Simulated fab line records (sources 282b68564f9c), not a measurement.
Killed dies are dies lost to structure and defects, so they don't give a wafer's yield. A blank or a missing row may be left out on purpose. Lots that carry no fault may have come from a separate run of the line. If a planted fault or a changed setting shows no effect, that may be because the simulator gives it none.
fab line records	flow rit-cmos
record: lots: 13	wafers: 39	last-day: 7
route steps=202 shown FOX2@24 NLDD@109 CONTACT@168
lots untouched by any fault: they come from a run of this same line in which no faults occurred
start-h: the number of hours between the record's first day and the start of the first shown wafer of the lot	wait-h: hours since the lot's step before	" same as the row above	L1.1+2: one row covering several wafers at once	- no value present, or no start provided	* or withheld: withheld	< > ~ a bound
route shown NAME@n: names a module that has steps shown in the file, with the first one's number in the route	usual: the fault-free wafers' mean and standard deviation	same: alike in all rows	chamber/n: place in a boat	sites: each site's reading	_std_site: the values' standard deviation	_edge_site: mean of outer sites minus mean of inner sites	radius-mm: how far each site lies from the wafer's centre	mask NAME#n: copy n	behind: the last tool/chamber to shape the wafer	hold: the reason the lot was held/the length of the hold in hours/how it ended	device: names the non-switching transistor (n, p or np)	end of line: the tests these same wafers got at the end of their route	a step given without rows: its recipe and nothing more	killed: count of dies lost to structure and defects at first sort (not the wafer's yield)	map: a wafer's dies, marking killed ones x, the rest . and places with no die _
set.NAME: the setting that was run; set.NAME@STEP: the one run at that earlier step	model.NAME: the simulator's own value behind a step, which no gauge read
steps of the route over a sample of lots; a table a step, a row a wafer
services: when a tool's chamber went out of use (start-h, in hours from the record's first day, below 0 if earlier), for how many hours, and the reason
== steps ==
step: RIT_FOX2_THK_MEAS_01
recipe: reads: SiO2_of_FOX2_OXIDATION_00
usual: FOX2_OXIDE_THK: 353/6.1
lot.wafer	tool	chamber	start-h	wait-h	FOX2_OXIDE_THK[nm]
L480.2	film-metro-01	-	28.40	0.0	363
L480.4	"	-	"	"	356
L480.5	"	-	"	"	355
L481.1	film-metro-04	-	33.48	0.0	354
L481.5	"	-	"	"	350
L481.6	"	-	"	"	355
L482.1	film-metro-04	-	40.13	0.0	355
L482.4	"	-	"	"	357
L482.6	"	-	"	"	350
L483.1	film-metro-02	-	45.94	0.0	353
L483.4	"	-	"	"	356
L483.6	"	-	"	"	356
L484.3	film-metro-01	-	50.95	0.0	337
L484.5	"	-	"	"	338
L484.6	"	-	"	"	339
L485.2	film-metro-01	-	53.73	0.0	344
L485.3	"	-	"	"	350
L485.4	"	-	"	"	348
L486.1	film-metro-01	-	59.78	0.0	355
L486.3	"	-	"	"	355
L486.4	"	-	"	"	352
L491.2	film-metro-01	-	83.39	0.0	359
L491.4	"	-	"	"	358
L491.5	"	-	"	"	361
L495.2	film-metro-01	-	107.26	0.0	351
L495.5	"	-	"	"	350
L495.6	"	-	"	"	353
L496.2	film-metro-01	-	109.40	0.0	356
L496.4	"	-	"	"	358
L496.5	"	-	"	"	353
L497.1	film-metro-01	-	113.53	0.0	356
L497.2	"	-	"	"	349
L497.3	"	-	"	"	349
L499.2	film-metro-01	-	125.60	0.0	347
L499.3	"	-	"	"	346
L499.6	"	-	"	"	353
L500.1	film-metro-04	-	130.76	0.0	361
L500.2	"	-	"	"	364
L500.5	"	-	"	"	361
step: RIT_FOX2_THK_MEAS_90
recipe: reads: SiO2_of_FOX2_OXIDATION_00
usual: FIELD_OXIDE_LEFT_1_THK: 325/6.1
lot.wafer	tool	chamber	start-h	wait-h	FIELD_OXIDE_LEFT_1_THK[nm]
L480.2	film-metro-01	-	30.04	0.0	336
L480.4	"	-	"	"	329
L480.5	"	-	"	"	328
L481.1	film-metro-02	-	34.36	0.0	328
L481.5	"	-	"	"	323
L481.6	"	-	"	"	328
L482.1	film-metro-01	-	41.07	0.0	328
L482.4	"	-	"	"	329
L482.6	"	-	"	"	322
L483.1	film-metro-01	-	46.81	0.0	327
L483.4	"	-	"	"	329
L483.6	"	-	"	"	330
L484.3	film-metro-02	-	51.83	0.0	311
L484.5	"	-	"	"	311
L484.6	"	-	"	"	312
L485.2	film-metro-01	-	54.61	0.0	316
L485.3	"	-	"	"	322
L485.4	"	-	"	"	320
L486.1	film-metro-01	-	62.93	0.0	328
L486.3	"	-	"	"	329
L486.4	"	-	"	"	326
L491.2	film-metro-02	-	84.27	0.0	332
L491.4	"	-	"	"	331
L491.5	"	-	"	"	335
L495.2	film-metro-02	-	108.19	0.0	324
L495.5	"	-	"	"	323
L495.6	"	-	"	"	326
L496.2	film-metro-04	-	111.03	0.0	329
L496.4	"	-	"	"	331
L496.5	"	-	"	"	326
L497.1	film-metro-01	-	114.46	0.0	328
L497.2	"	-	"	"	321
L497.3	"	-	"	"	321
L499.2	film-metro-02	-	127.23	0.0	319
L499.3	"	-	"	"	319
L499.6	"	-	"	"	325
L500.1	film-metro-01	-	131.64	0.0	334
L500.2	"	-	"	"	336
L500.5	"	-	"	"	333
step: RIT_NLDD_OVL_MEAS_06
usual: NLDD_OVL: 0.4/1.6
lot.wafer	tool	chamber	start-h	wait-h	NLDD_OVL[nm]
L480.2	overlay-01	-	51.72	-	3.7
L480.4	"	-	"	"	0.3
L480.5	"	-	"	"	2.9
L481.1	overlay-01	-	56.03	-	0.8
L481.5	"	-	"	"	0.5
L481.6	"	-	"	"	1.0
L482.1	overlay-02	-	62.56	-	1.6
L482.4	"	-	"	"	2.9
L482.6	"	-	"	"	-0.6
L483.1	overlay-02	-	71.14	-	1.4
L483.4	"	-	"	"	1.9
L483.6	"	-	"	"	0.3
L484.3	overlay-02	-	74.60	-	-1.1
L484.5	"	-	"	"	2.2
L484.6	"	-	"	"	-2.3
L485.2	overlay-01	-	78.37	-	-2.5
L485.3	"	-	"	"	-1.9
L485.4	"	-	"	"	-0.5
L486.1	overlay-01	-	85.70	-	1.3
L486.3	"	-	"	"	1.1
L486.4	"	-	"	"	0.5
L491.2	overlay-02	-	106.96	-	0.7
L491.4	"	-	"	"	0.4
L491.5	"	-	"	"	1.1
L495.2	overlay-02	-	131.60	-	0.8
L495.5	"	-	"	"	-0.5
L495.6	"	-	"	"	-0.5
L496.2	overlay-01	-	134.01	-	1.1
L496.4	"	-	"	"	-2.5
L496.5	"	-	"	"	-1.6
L497.1	overlay-01	-	139.23	-	2.6
L497.2	"	-	"	"	0.9
L497.3	"	-	"	"	3.0
L499.2	overlay-02	-	149.49	-	-1.4
L499.3	"	-	"	"	-0.2
L499.6	"	-	"	"	-1.9
L500.1	overlay-02	-	155.82	-	1.8
L500.2	"	-	"	"	0.3
L500.5	"	-	"	"	-0.4
step: RIT_CONTACT_CVD_00
recipe: material: SiO2	target-thk-nm: 400	precursor: TEOS	temp-c: 390	time-s: 61	rf-w: 400
usual: heater-power-w: 308/63	run-length-s: 89.0/0.58
lot.wafer	tool	chamber	start-h	wait-h	heater-power-w	run-length-s
L480.2	pecvd-01	2	60.98	0.0	260	88.0
L480.4	"	0	"	"	306	88.4
L480.5	"	1	"	"	306	89.3
L481.1	pecvd-04	2	65.08	0.1	283	89.6
L481.5	"	1	"	"	241	89.8
L481.6	"	0	"	"	274	89.1
L482.1	pecvd-03	0	71.83	0.1	357	88.5
L482.4	"	0	"	"	360	88.5
L482.6	"	1	"	"	397	88.2
L483.1	pecvd-01	0	80.42	0.1	327	88.6
L483.4	"	1	"	"	327	89.6
L483.6	"	2	"	"	323	88.3
L484.3	pecvd-04	2	84.04	0.0	273	89.7
L484.5	"	2	"	"	272	90.0
L484.6	"	1	"	"	194	90.0
L485.2	pecvd-03	1	87.57	0.1	415	88.3
L485.3	"	2	"	"	381	88.5
L485.4	"	2	"	"	396	88.7
L486.1	pecvd-01	0	95.69	0.1	257	88.5
L486.3	"	2	"	"	275	88.1
L486.4	"	2	"	"	284	88.3
L491.2	pecvd-03	1	117.31	0.0	330	88.9
L491.4	"	2	"	"	335	89.3
L491.5	"	0	"	"	353	88.0
L495.2	pecvd-01	1	140.65	0.0	335	89.1
L495.5	"	0	"	"	309	111.3
L495.6	"	1	"	"	336	90.1
L496.2	pecvd-04	0	144.26	0.0	266	90.0
L496.4	"	0	"	"	283	89.4
L496.5	"	1	"	"	201	89.6
L497.1	pecvd-03	0	148.29	0.1	376	88.1
L497.2	"	1	"	"	351	88.3
L497.3	"	2	"	"	382	88.6
L499.2	pecvd-04	2	158.61	0.0	216	89.4
L499.3	"	0	"	"	292	89.1
L499.6	"	0	"	"	296	89.3
L500.1	pecvd-03	2	165.12	0.1	424	89.2
L500.2	"	0	"	"	390	88.2
L500.5	"	2	"	"	320	89.3
step: RIT_CONTACT_THK_MEAS_01
recipe: reads: SiO2_of_CONTACT_CVD_00
usual: CONTACT_TEOS_THK: 401/4.5
lot.wafer	tool	chamber	start-h	wait-h	hold	CONTACT_TEOS_THK[nm]
L480.2	film-metro-03	-	61.04	0.0	-	398
L480.4	"	-	"	"	-	401
L480.5	"	-	"	"	-	407
L481.1	film-metro-01	-	65.13	0.0	-	396
L481.5	"	-	"	"	-	406
L481.6	"	-	"	"	-	402
L482.1	film-metro-03	-	71.88	0.0	-	395
L482.4	"	-	"	"	-	400
L482.6	"	-	"	"	-	397
L483.1	film-metro-01	-	80.47	0.0	-	395
L483.4	"	-	"	"	-	403
L483.6	"	-	"	"	-	400
L484.3	film-metro-03	-	84.11	0.0	-	394
L484.5	"	-	"	"	-	399
L484.6	"	-	"	"	-	400
L485.2	film-metro-01	-	87.63	0.0	-	401
L485.3	"	-	"	"	-	403
L485.4	"	-	"	"	-	410
L486.1	film-metro-01	-	95.74	0.0	-	398
L486.3	"	-	"	"	-	394
L486.4	"	-	"	"	-	400
L491.2	film-metro-02	-	117.37	0.0	-	395
L491.4	"	-	"	"	-	406
L491.5	"	-	"	"	-	407
L495.2	film-metro-01	-	140.71	0.0	await-dispo/0.2h/release	396
L495.5	"	-	"	"	await-dispo/0.2h/release	553
L495.6	"	-	"	"	await-dispo/0.2h/release	397
L495.2	film-metro-01	-	140.94	0.2	-	396
L495.5	"	-	"	"	-	553
L495.6	"	-	"	"	-	397
L496.2	film-metro-03	-	144.32	0.0	-	392
L496.4	"	-	"	"	-	402
L496.5	"	-	"	"	-	407
L497.1	film-metro-01	-	148.34	0.0	-	394
L497.2	"	-	"	"	-	396
L497.3	"	-	"	"	-	396
L499.2	film-metro-01	-	158.70	0.1	-	395
L499.3	"	-	"	"	-	401
L499.6	"	-	"	"	-	400
L500.1	film-metro-02	-	165.17	0.0	-	397
L500.2	"	-	"	"	-	402
L500.5	"	-	"	"	-	398
== services ==
tool	chamber	start-h	hours	kind
pecvd-01	0	92.19	3.4	repair
pecvd-03	2	160.20	4.1	repair
== key ==
first-sign: step: RIT_CONTACT_CVD_00	reading: run-length-s	direction: up	sigmas: 38	usual: *	struck: *
effect: step: RIT_CONTACT_THK_MEAS_01	reading: visit	direction: added
effect: step: RIT_CONTACT_THK_MEAS_01	reading: CONTACT_TEOS_THK	direction: up	sigmas: 34	usual: 401	struck: 553
met-at RIT_CONTACT_CVD_00
struck-lots L495
struck-wafers L495.5
later-rows-left-out L495.5
sort-left-out L495.5
tester-left-out L495
not-acting-at RIT_FOX2_THK_MEAS_01,RIT_FOX2_THK_MEAS_90,RIT_NLDD_OVL_MEAS_06
onset-between 95.69 140.65
fault: kind: process-parameter-drift	tool: pecvd-01	chamber: 0	onset-h: 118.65	steps: RIT_CONTACT_CVD_00	channel: time-s	offset: *	shape: step	end-h: 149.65	stated: *
tester-left-out: of these lots the tester's yield and bins aren't shown, on N5 and GAA mostly nor the transistor test; their killed dies are dies lost to structure and defects alone, not to doping, threshold or leakage, so they don't give the yield
sort-left-out: the simulated sort isn't trusted on such a fault, so these wafers' sort isn't shown, and their yield isn't known
later-rows-left-out: the simulator's readings of these wafers behind a module that went badly wrong aren't trusted and aren't shown, but for the sort
